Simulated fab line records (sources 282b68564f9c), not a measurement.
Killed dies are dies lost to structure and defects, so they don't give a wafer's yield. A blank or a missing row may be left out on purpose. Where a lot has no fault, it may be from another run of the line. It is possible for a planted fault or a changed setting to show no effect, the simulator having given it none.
Split-lot experiment / flow rit_cmos / 23 wafers read across 5 lots, on a route 202 steps long

## ABOUT THE SPLIT
At RIT_ACTIVE_CVD_03 (deposits Si3N4 from SiH2Cl2/NH3, target thk 150 nm, time 1500 s), the setting temp_c was moved away from the recipe's 810 C on 15 of the 23 wafers read, by +1.2% to +2.6%. All remaining wafers had this setting at the recipe value.

## FROM THE SPLIT TO THE READING: what the file shows between them, 6 steps
- RIT_ACTIVE_THK_MEAS_04
- RIT_ACTIVE_COAT_06: resist thk 1000 nm (also split here: spin_rpm)
- RIT_ACTIVE_SOFTBAKE_07: time 60 s
- RIT_ACTIVE_EXPOSE_08: exposes mask M1, target cd 1400 nm
- RIT_ACTIVE_DEVELOP_10: develop time 50 s
- RIT_ACTIVE_HARDBAKE_12: time 60 s

## THE READING
oes_product_au, in a.u., at RIT_ACTIVE_ETCH_13 (etches Si3N4 in SF6, stops on SiO2, time 210 s, target depth 210 nm). A value of 0.822 a.u. with a standard deviation of 0.011 a.u. is what fault-free wafers of this fab line usually give.

wafer=L074.1; tool, chamber at the split=-, -; temp_c as run, C=829.6; against the recipe=+2.4%; oes_product_au, a.u.=0.994; against lot-mates on the recipe=no lot-mate on the recipe
wafer=L074.3; tool, chamber at the split=-, -; temp_c as run, C=829.6; against the recipe=+2.4%; oes_product_au, a.u.=0.951; against lot-mates on the recipe=no lot-mate on the recipe
wafer=L074.4; tool, chamber at the split=-, -; temp_c as run, C=829.6; against the recipe=+2.4%; oes_product_au, a.u.=1.031; against lot-mates on the recipe=no lot-mate on the recipe
wafer=L074.5; tool, chamber at the split=-, -; temp_c as run, C=829.6; against the recipe=+2.4%; oes_product_au, a.u.=0.959; against lot-mates on the recipe=no lot-mate on the recipe
wafer=L074.6; tool, chamber at the split=-, -; temp_c as run, C=829.6; against the recipe=+2.4%; oes_product_au, a.u.=1.006; against lot-mates on the recipe=no lot-mate on the recipe
wafer=L078.3; tool, chamber at the split=lpcvd-02, 1; temp_c as run, C=810; against the recipe=recipe; oes_product_au, a.u.=0.807; against lot-mates on the recipe=-
wafer=L078.4; tool, chamber at the split=lpcvd-02, 1; temp_c as run, C=810; against the recipe=recipe; oes_product_au, a.u.=0.809; against lot-mates on the recipe=-
wafer=L078.5; tool, chamber at the split=lpcvd-02, 1; temp_c as run, C=810; against the recipe=recipe; oes_product_au, a.u.=0.825; against lot-mates on the recipe=-
wafer=L079.1; tool, chamber at the split=-, -; temp_c as run, C=831.4; against the recipe=+2.6%; oes_product_au, a.u.=0.959; against lot-mates on the recipe=no lot-mate on the recipe
wafer=L079.2; tool, chamber at the split=-, -; temp_c as run, C=831.4; against the recipe=+2.6%; oes_product_au, a.u.=1.015; against lot-mates on the recipe=no lot-mate on the recipe
wafer=L079.3; tool, chamber at the split=-, -; temp_c as run, C=831.4; against the recipe=+2.6%; oes_product_au, a.u.=0.997; against lot-mates on the recipe=no lot-mate on the recipe
wafer=L079.4; tool, chamber at the split=-, -; temp_c as run, C=831.4; against the recipe=+2.6%; oes_product_au, a.u.=1.028; against lot-mates on the recipe=no lot-mate on the recipe
wafer=L079.5; tool, chamber at the split=-, -; temp_c as run, C=831.4; against the recipe=+2.6%; oes_product_au, a.u.=0.991; against lot-mates on the recipe=no lot-mate on the recipe
wafer=L081.1; tool, chamber at the split=-, -; temp_c as run, C=810; against the recipe=recipe; oes_product_au, a.u.=0.812; against lot-mates on the recipe=-
wafer=L081.3; tool, chamber at the split=-, -; temp_c as run, C=810; against the recipe=recipe; oes_product_au, a.u.=0.808; against lot-mates on the recipe=-
wafer=L081.4; tool, chamber at the split=-, -; temp_c as run, C=810; against the recipe=recipe; oes_product_au, a.u.=0.818; against lot-mates on the recipe=-
wafer=L081.5; tool, chamber at the split=-, -; temp_c as run, C=810; against the recipe=recipe; oes_product_au, a.u.=0.809; against lot-mates on the recipe=-
wafer=L081.6; tool, chamber at the split=-, -; temp_c as run, C=810; against the recipe=recipe; oes_product_au, a.u.=0.815; against lot-mates on the recipe=-
wafer=L082.1; tool, chamber at the split=-, -; temp_c as run, C=819.6; against the recipe=+1.2%; oes_product_au, a.u.=0.893; against lot-mates on the recipe=no lot-mate on the recipe
wafer=L082.3; tool, chamber at the split=-, -; temp_c as run, C=819.6; against the recipe=+1.2%; oes_product_au, a.u.=0.905; against lot-mates on the recipe=no lot-mate on the recipe
wafer=L082.4; tool, chamber at the split=-, -; temp_c as run, C=819.6; against the recipe=+1.2%; oes_product_au, a.u.=0.901; against lot-mates on the recipe=no lot-mate on the recipe
wafer=L082.5; tool, chamber at the split=-, -; temp_c as run, C=819.6; against the recipe=+1.2%; oes_product_au, a.u.=0.894; against lot-mates on the recipe=no lot-mate on the recipe
wafer=L082.6; tool, chamber at the split=-, -; temp_c as run, C=819.6; against the recipe=+1.2%; oes_product_au, a.u.=0.906; against lot-mates on the recipe=no lot-mate on the recipe

FIT RESULTS
A straight line over all 23 wafers: oes_product_au changes by +0.071 a.u. for each +1% of temp_c; r = +0.97; the points scatter about the line by 0.019 a.u.
Too few moved wafers with a lot-mate on the recipe to fit a line net of each lot's own level.

## THE WHOLE CHAIN: every reading that the file lists as answering this split, in the file's order
step=RIT_ACTIVE_CVD_03; what it does=deposits Si3N4 from SiH2Cl2/NH3, target thk 150 nm, time 1500 s; reading=Si3N4_of_ACTIVE_CVD_03.thk_nm (the simulator's own value, which no gauge read); change (the file's fit)=+26.4 nm for each +1% of the setting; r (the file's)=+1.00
step=RIT_ACTIVE_THK_MEAS_04; what it does=; reading=ACTIVE_NITRIDE_THK; change (the file's fit)=+26.4 for each +1% of the setting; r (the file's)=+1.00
step=RIT_ACTIVE_ETCH_13; what it does=etches Si3N4 in SF6, stops on SiO2, time 210 s, target depth 210 nm; reading=oes_product_au; change (the file's fit)=+0.071 a.u. for each +1% of the setting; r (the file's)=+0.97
step=RIT_ACTIVE_ETCH_13; what it does=etches Si3N4 in SF6, stops on SiO2, time 210 s, target depth 210 nm; reading=ACTIVE.feature_depth_nm (the simulator's own value, which no gauge read); change (the file's fit)=+23.3 nm for each +1% of the setting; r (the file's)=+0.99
step=RIT_ACTIVE_ETCH_13; what it does=etches Si3N4 in SF6, stops on SiO2, time 210 s, target depth 210 nm; reading=etch.depth_nm (the simulator's own value, which no gauge read); change (the file's fit)=+23.1 nm for each +1% of the setting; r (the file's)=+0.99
step=RIT_FOX1_WET_ETCH_02; what it does=etches SiO2 in BOE, target depth 350 nm, time 390 s; reading=Si3N4_of_ACTIVE_CVD_03.thk_nm (the simulator's own value, which no gauge read); change (the file's fit)=+27.1 nm for each +1% of the setting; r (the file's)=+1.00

## FILE'S OWN FIT
oes_product_au changes by +0.071 a.u. for each +1% of temp_c, r = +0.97.
